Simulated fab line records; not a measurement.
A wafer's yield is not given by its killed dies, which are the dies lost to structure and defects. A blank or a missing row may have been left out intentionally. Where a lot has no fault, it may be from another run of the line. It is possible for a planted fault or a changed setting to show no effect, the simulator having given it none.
The tool behind it: which one? || flow berkeleyCmos170 || Sampling: 14 lots, 42 wafers, 3 of 331 route steps

## WHAT EACH GAUGE READ, for each wafer
UCB170_START_THK_MEAS_03.
{"lot": "L462", "measured": "day 1 14:17", "on": "filmMetro-01", "START_OXIDE_THK (nm)": "20.8 20.5 20.4"}
{"lot": "L463", "measured": "day 1 20:04", "on": "filmMetro-03", "START_OXIDE_THK (nm)": "20.2 20.0 20.3"}
{"lot": "L464", "measured": "day 2 01:41", "on": "filmMetro-03", "START_OXIDE_THK (nm)": "20.9 20.8 20.8"}
{"lot": "L465", "measured": "day 2 04:32", "on": "filmMetro-03", "START_OXIDE_THK (nm)": "20.6 20.4 20.6"}
{"lot": "L469", "measured": "day 3 01:01", "on": "filmMetro-01", "START_OXIDE_THK (nm)": "20.4 20.7 20.5"}
{"lot": "L472", "measured": "day 3 16:08", "on": "filmMetro-02", "START_OXIDE_THK (nm)": "20.3 20.1 20.3"}
{"lot": "L474", "measured": "day 4 01:13", "on": "filmMetro-02", "START_OXIDE_THK (nm)": "20.3 20.5 20.5"}
{"lot": "L476", "measured": "day 4 12:08", "on": "filmMetro-03", "START_OXIDE_THK (nm)": "20.9 20.5 20.7"}
{"lot": "L477", "measured": "day 4 15:49", "on": "filmMetro-01", "START_OXIDE_THK (nm)": "20.1 20.2 20.2"}
{"lot": "L479", "measured": "day 5 01:06", "on": "filmMetro-02", "START_OXIDE_THK (nm)": "20.2 20.6 20.4"}
{"lot": "L480", "measured": "day 5 07:31", "on": "filmMetro-03", "START_OXIDE_THK (nm)": "20.2 20.5 20.7"}
{"lot": "L481", "measured": "day 5 13:17", "on": "filmMetro-01", "START_OXIDE_THK (nm)": "20.2 20.8 20.3"}
{"lot": "L482", "measured": "day 5 18:41", "on": "filmMetro-02", "START_OXIDE_THK (nm)": "21.0 20.7 20.6"}
{"lot": "L484", "measured": "day 6 06:45", "on": "filmMetro-03", "START_OXIDE_THK (nm)": "20.6 20.4 20.4"}

UCB170_NWELL_OVL_MEAS_12.
{"lot": "L462", "measured": "day 2 06:38", "on": "overlay-02", "NWELL_OVL (nm)": "5 4 2"}
{"lot": "L463", "measured": "day 2 12:52", "on": "overlay-01", "NWELL_OVL (nm)": "-10 -11 -7"}
{"lot": "L464", "measured": "day 2 18:55", "on": "overlay-01", "NWELL_OVL (nm)": "-11 -12 -18"}
{"lot": "L465", "measured": "day 2 18:34", "on": "overlay-02", "NWELL_OVL (nm)": "-12 -10 -5"}
{"lot": "L469", "measured": "day 3 18:51", "on": "overlay-01", "NWELL_OVL (nm)": "6 -1 3"}
{"lot": "L472", "measured": "day 4 10:20", "on": "overlay-02", "NWELL_OVL (nm)": "3 1 -1"}
{"lot": "L474", "measured": "day 4 18:10", "on": "overlay-02", "NWELL_OVL (nm)": "5 -7 -5"}
{"lot": "L476", "measured": "day 4 22:50", "on": "overlay-01", "NWELL_OVL (nm)": "-8 -4 1"}
{"lot": "L477", "measured": "day 5 03:50", "on": "overlay-01", "NWELL_OVL (nm)": "-8 -10 -9"}
{"lot": "L479", "measured": "day 5 16:04", "on": "overlay-01", "NWELL_OVL (nm)": "-10 -6 -4"}
{"lot": "L480", "measured": "day 6 01:46", "on": "overlay-01", "NWELL_OVL (nm)": "-4 -2 -2"}
{"lot": "L481", "measured": "day 6 06:14", "on": "overlay-01", "NWELL_OVL (nm)": "4 -12 -4"}
{"lot": "L482", "measured": "day 6 13:40", "on": "overlay-01", "NWELL_OVL (nm)": "-9 -15 -15"}
{"lot": "L484", "measured": "day 6 23:38", "on": "overlay-02", "NWELL_OVL (nm)": "-1 -5 5"}

## WHICH TOOL RAN EACH LOT (tool, then ch and the chambers of the sampled wafers, then the start)
{"lot": "L462", "UCB170_NWELL_COAT_07": "lithoTrack-03 ch 0, day 2 05:50"}
{"lot": "L463", "UCB170_NWELL_COAT_07": "lithoTrack-03 ch 0, day 2 11:54"}
{"lot": "L464", "UCB170_NWELL_COAT_07": "lithoTrack-01 ch 0, day 2 17:32"}
{"lot": "L465", "UCB170_NWELL_COAT_07": "lithoTrack-02 ch 0, day 2 17:32"}
{"lot": "L469", "UCB170_NWELL_COAT_07": "lithoTrack-02 ch 0, day 3 18:04"}
{"lot": "L472", "UCB170_NWELL_COAT_07": "lithoTrack-01 ch 0, day 4 09:22"}
{"lot": "L474", "UCB170_NWELL_COAT_07": "lithoTrack-01 ch 0, day 4 17:29"}
{"lot": "L476", "UCB170_NWELL_COAT_07": "lithoTrack-01 ch 0, day 4 21:27"}
{"lot": "L477", "UCB170_NWELL_COAT_07": "lithoTrack-03 ch 0, day 5 02:56"}
{"lot": "L479", "UCB170_NWELL_COAT_07": "lithoTrack-02 ch 0, day 5 15:07"}
{"lot": "L480", "UCB170_NWELL_COAT_07": "lithoTrack-03 ch 0, day 6 01:07"}
{"lot": "L481", "UCB170_NWELL_COAT_07": "lithoTrack-02 ch 0, day 6 05:26"}
{"lot": "L482", "UCB170_NWELL_COAT_07": "lithoTrack-03 ch 0, day 6 12:58"}
{"lot": "L484", "UCB170_NWELL_COAT_07": "lithoTrack-02 ch 0, day 6 22:49"}
- UCB170_NWELL_COAT_07: resist thk 900 nm.

## WHAT THE TOOLS THEMSELVES READ (means of the sampled wafers that have a number; where no wafer has one, the mark that the record gives instead)
UCB170_NWELL_COAT_07.
{"lot": "L462", "tool": "lithoTrack-03", "spinSpeedRpm (rpm)": 1498.9}
{"lot": "L463", "tool": "lithoTrack-03", "spinSpeedRpm (rpm)": 1499.0}
{"lot": "L464", "tool": "lithoTrack-01", "spinSpeedRpm (rpm)": 1501.1}
{"lot": "L465", "tool": "lithoTrack-02", "spinSpeedRpm (rpm)": 1499.9}
{"lot": "L469", "tool": "lithoTrack-02", "spinSpeedRpm (rpm)": 1499.5}
{"lot": "L472", "tool": "lithoTrack-01", "spinSpeedRpm (rpm)": 1499.2}
{"lot": "L474", "tool": "lithoTrack-01", "spinSpeedRpm (rpm)": 1499.7}
{"lot": "L476", "tool": "lithoTrack-01", "spinSpeedRpm (rpm)": 1500.6}
{"lot": "L477", "tool": "lithoTrack-03", "spinSpeedRpm (rpm)": 1501.0}
{"lot": "L479", "tool": "lithoTrack-02", "spinSpeedRpm (rpm)": 1500.2}
{"lot": "L480", "tool": "lithoTrack-03", "spinSpeedRpm (rpm)": 1500.6}
{"lot": "L481", "tool": "lithoTrack-02", "spinSpeedRpm (rpm)": 1499.4}
{"lot": "L482", "tool": "lithoTrack-03", "spinSpeedRpm (rpm)": 1499.4}
{"lot": "L484", "tool": "lithoTrack-02", "spinSpeedRpm (rpm)": 1500.8}

## THE ANSWER, worked out from the rows above alone
Rule: the lots themselves supply what counts as usual. The widest of any qualifying gaps counts: lots, ordered by their means at a reading, are off when they make up no more than a third of the lots, leave a main group of 4 or more, and stand apart from it by 3 or more times the standard deviation of that group's means. Not used: any main group whose means are identical at the precision the tables above print for the reading. Also off: a lot with no number at a reading for which 4 or more lots have one. All remaining lots with rows at the step are treated as sound. The gauges are gone through in route order, then the tools' own readings, and for those a lot's mean is taken as printed above. The first step at which some lot is off is used, and at that step the reading that is off furthest; a lot without a number counts as furthest.
No lot is off on any of the readings shown, so nothing can be concluded from this.

## WHAT THE SIMULATOR PUT IN
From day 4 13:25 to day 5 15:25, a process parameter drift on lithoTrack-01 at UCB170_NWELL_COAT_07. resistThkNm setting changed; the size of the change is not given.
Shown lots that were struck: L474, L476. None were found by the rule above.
